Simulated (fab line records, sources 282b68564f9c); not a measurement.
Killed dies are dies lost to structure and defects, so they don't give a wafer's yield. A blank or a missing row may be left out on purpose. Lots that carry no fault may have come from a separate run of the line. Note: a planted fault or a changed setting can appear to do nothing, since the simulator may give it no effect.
Comparing a struck lot with a sound one :: flow ritCmos :: 15 out of 202 route steps
Sound: the wafers L542.3, L542.5, L542.6. Struck: wafers L554.1, L554.2, L554.6. At the end, the cause is stated.
At each step with rows: each side's tool, then ch and its chambers, then its first start. Under that, the readings that differ: sound wafers :: struck wafers :: difference of the means :: sigmas: that difference in standard deviations of wafers without a fault.
alike: a reading whose means differ by less than 2 such deviations, as well as words and numbers matching on both sides. not compared: withheld readings; readings where some wafer has no value; bounds like >300 that might hide an equal value; numbers whose values overlap and for which the record gives no deviation.
Wherever a step has rows on one side only, a row that says differs or no value, or a row with sigmas, the two part there. Non-overlapping numbers with no deviation appear without sigmas and do not part them. A reading that every wafer of one side lacks parts them only if that side has two wafers or more.

RIT_PWELL_TW_MEAS_10:
  sound on filmMetro-01, day 3 10:37; struck on filmMetro-02, day 5 22:38
  alike: PWELL_TW
then, 1 step without rows for these wafers: RIT_WELLDRIVE_ANNEAL_00 (time 14700 s).
RIT_WELLDRIVE_RS_MEAS_01: measures by four-point-probe.
  sound on filmMetro-03, day 3 16:05; struck on filmMetro-01, day 6 05:30
  alike: NWELL_RS
RIT_WELLDRIVE_RS_MEAS_02: measures by four-point-probe.
  sound on filmMetro-03, day 3 16:13; struck on filmMetro-01, day 6 05:37
  alike: PWELL_RS
then, 6 steps without rows for these wafers: RIT_NRETRO_HMDS_00 (prime time 60 s); RIT_NRETRO_COAT_01 (resist thk 1300 nm); RIT_NRETRO_SOFTBAKE_02 (time 60 s); RIT_NRETRO_EXPOSE_03 (exposes mask M4, target cd 43900 nm); RIT_NRETRO_PEB_04; RIT_NRETRO_DEVELOP_05 (develop time 68 s).
RIT_NRETRO_OVL_MEAS_06:
  sound on overlay-01, day 3 17:11; struck on overlay-01, day 6 06:45
  alike: NRETRO_OVL
then, 1 step without rows for these wafers: RIT_NRETRO_HARDBAKE_07 (time 120 s).
RIT_NRETRO_IMPLANT_08:
  sound on implanter-02 ch 0, day 3 17:31; struck on implanter-03 ch 0, day 6 07:02
reading: beamEnergyKeV
sound: 70.014 70.033 70.021
struck: 75.093 75.126 75.120
difference: +5.090
sigmas: +99 or more

reading: model.implant.rpNm (nm)
sound: 87.88 87.88 87.88
struck: 93.56 93.56 93.56
difference: +5.68
sigmas: 

reading: model.implant.drpNm (nm)
sound: 33.94 33.94 33.94
struck: 36 36 36
difference: +2
sigmas: 
RIT_NRETRO_STRIP_09: strips in O2, time 180 s.
  sound on plasmaAsher-02 ch 0,1, day 3 17:40; struck on plasmaAsher-03 ch 0,1, day 6 07:11
  alike: drypumpMotorCurrentA
  not compared: rfHoursCounterH
RIT_M1_PROBE_99:
  rows exist in the record for the sound wafers here (prober-02, day 4 23:58), none for the struck ones

== WHERE THEY PART ==
First at RIT_NRETRO_IMPLANT_08; last, within this record, at RIT_M1_PROBE_99.

WHY: the cause the simulator had injected
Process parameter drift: implanter-03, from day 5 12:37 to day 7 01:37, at RIT_NRETRO_IMPLANT_08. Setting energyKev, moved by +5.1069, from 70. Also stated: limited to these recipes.
